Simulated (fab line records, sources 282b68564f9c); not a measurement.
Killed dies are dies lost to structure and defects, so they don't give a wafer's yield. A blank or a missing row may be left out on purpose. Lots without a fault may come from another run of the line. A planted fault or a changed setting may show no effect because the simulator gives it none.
fab line records | flow rit_cmos
record lots=14 wafers=42 last_day=7
route steps=202 shown GATE@95
lots that met no fault: from a run of the same line without faults
start_h: hours from the record's first day to the start of the lot's first wafer shown | wait_h: hours since the lot's step before | " the same as in the row above | L1.1+2: a row that stands for several wafers | - no value, or no start given | * or withheld: withheld | < > ~ a bound
route shown NAME@n: a module of which the file shows steps, and the number in the route of the first | usual: mean/standard deviation of fault-free wafers | same: alike in all rows | chamber/n: place in a boat | sites: the reading at each site | _std_site: their standard deviation | _edge_site: outer sites' mean less inner sites' | radius_mm: how far each site lies from the wafer's centre | mask NAME#n: copy n | behind: the tool/chamber that last shaped the wafer | hold: why the lot was held/for how many hours/how that ended | device: the transistor (n, p or np) that didn't switch | end of line: the same wafers' tests at the end of the route | a step without rows: its recipe alone | killed: dies lost to structure and defects at the first sort, not the wafer's yield | map: a wafer's dies, x killed, . not, _ none there
set.NAME: the setting as run; set.NAME@STEP: as run at that earlier step | model.NAME: the simulator's own value behind a step, which no gauge read
steps of the route over a sample of lots; a table a step, a row a wafer
services: from which hour (start_h, from the record's first day; less than 0 if before it) a tool's chamber was out of use, for how many hours, and why
## steps
# step RIT_GATE_ETCH_19
# recipe chemistry=SF6/CHF3/O2 time_s=165 SF6_flow_sccm=30 CHF3_flow_sccm=30 O2_flow_sccm=5 target=poly-Si pressure_mtorr=40 rf_w=160 target_depth_a=3125 over_etch_frac=0.25 stop_on=SiO2
# usual drypump_motor_current_A=5.8/0.39 oes_product_au=0.857/0.011 over_etch_frac=0.25/0 throttle_valve_pct=10.24/0.19
# columns lot.wafer tool chamber start_h wait_h drypump_motor_current_A oes_product_au over_etch_frac rf_hours_counter_h throttle_valve_pct
L591.2 rie_si-02 1 39.38 0.1 6.0 0.854 0.25 146 10.36
L591.5 " 3 " " 6.6 0.852 0.25 - 10.09
L591.6 " 2 " " 5.5 0.855 0.25 - 10.53
L592.2 rie_si-01 1 45.63 0.1 5.6 0.845 0.25 8 10.09
L592.3 " 0 " " 5.2 0.866 0.25 23 10.22
L592.5 " 1 " " 5.6 0.856 0.25 - 10.10
L595.1 rie_si-02 0 60.93 0.1 6.0 0.858 0.25 128 10.11
L595.3 " 3 " " 6.6 0.845 0.25 147 10.10
L595.6 " 3 " " 6.6 0.851 0.25 - 10.08
L596.2 rie_si-01 1 64.47 0.1 5.6 0.849 0.25 8 10.10
L596.5 " 3 " " 6.1 0.873 0.25 - 10.50
L596.6 " 2 " " 5.8 0.841 0.25 - 10.00
L597.1 rie_si-02 2 67.43 0.1 5.5 0.858 0.25 2 10.54
L597.3 " 0 " " 6.0 0.861 0.25 128 10.09
L597.5 " 0 " " 6.0 0.856 0.25 - 10.10
L598.1 rie_si-01 3 76.06 0.1 6.1 0.891 0.25 96 10.51
L598.2 " 1 " " 5.6 0.860 0.25 8 10.11
L598.6 " 0 " " 5.2 0.869 0.25 - 10.23
L600.4 rie_si-01 2 82.22 0.1 5.7 0.846 0.25 3 10.00
L600.5 " 0 " " 5.2 0.873 0.25 - 10.23
L600.6 " 1 " " 5.6 0.856 0.25 - 10.10
L603.1 rie_si-02 2 97.03 0.1 5.4 0.859 0.25 2 10.53
L603.3 " 1 " " 5.9 0.855 0.25 146 10.34
L603.5 " 2 " " 5.5 0.852 0.25 - 10.52
L604.3 rie_si-01 1 101.84 0.1 5.6 0.862 0.25 8 10.09
L604.4 " 2 " " 5.7 0.851 0.25 3 9.98
L604.5 " 2 " " 5.7 0.853 0.25 - 9.99
L607.2 rie_si-02 1 117.90 0.1 5.9 0.853 0.25 146 10.35
L607.3 " 2 " " 5.5 0.858 0.25 2 10.52
L607.6 " 1 " " 6.0 0.857 0.25 - 10.34
L608.1 rie_si-01 1 121.44 0.1 5.6 0.875 0.1903 9 10.10
L608.2 " 3 " " 6.1 0.913 0.1903 96 10.52
L608.6 " 1 " " 5.6 0.874 0.1903 - 10.10
L610.1 rie_si-01 0 133.48 0.1 5.2 0.888 0.1903 24 10.23
L610.3 " 2 " " 5.8 0.870 0.1903 4 9.98
L610.5 " 0 " " 5.2 0.885 0.1903 - 10.23
L611.3 rie_si-02 0 137.14 0.1 6.0 0.849 0.25 129 10.09
L611.5 " 1 " " 5.9 0.842 0.25 - 10.35
L611.6 " 0 " " 6.0 0.848 0.25 - 10.10
L613.1 rie_si-02 2 148.89 0.1 5.5 0.853 0.25 3 10.54
L613.3 " 3 " " 6.6 0.860 0.25 0 10.09
L613.4 " 0 " " 6.0 0.849 0.25 - 10.10
## services
# columns tool chamber start_h hours kind
rie_si-01 - 34.62 6.6 repair
rie_si-01 0 52.91 15.0 repair
rie_si-01 - 84.60 14.6 pm
rie_si-02 3 124.00 - clean
rie_si-02 3 124.00 15.2 scheduled_down
rie_si-02 3 124.00 15.2 vent_cycle
rie_si-01 3 127.84 1.9 repair
rie_si-02 1 139.18 - clean
rie_si-02 1 139.18 14.0 scheduled_down
rie_si-02 1 139.18 14.0 vent_cycle
## key
first_sign step=RIT_GATE_ETCH_19 reading=over_etch_frac direction=down sigmas=99+ usual=0.25 struck=0.1903
effect step=RIT_GATE_ETCH_19 reading=oes_product_au direction=up sigmas=2.5 usual=0.857 struck=0.884
met_at RIT_GATE_ETCH_19
struck_lots L608,L610
tester_left_out L608,L610
onset_between 101.84 121.44
fault kind=process_parameter_drift tool=rie_si-01 chamber=- onset_h=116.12 steps=RIT_GATE_ETCH_19 channel=over_etch_frac offset=-0.059697 shape=step end_h=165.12 stated=0.25
# tester_left_out: of these lots the tester's yield and bins aren't shown, on N5 and GAA mostly nor the transistor test; their killed dies are dies lost to structure and defects alone, not to doping, threshold or leakage, so they don't give the yield
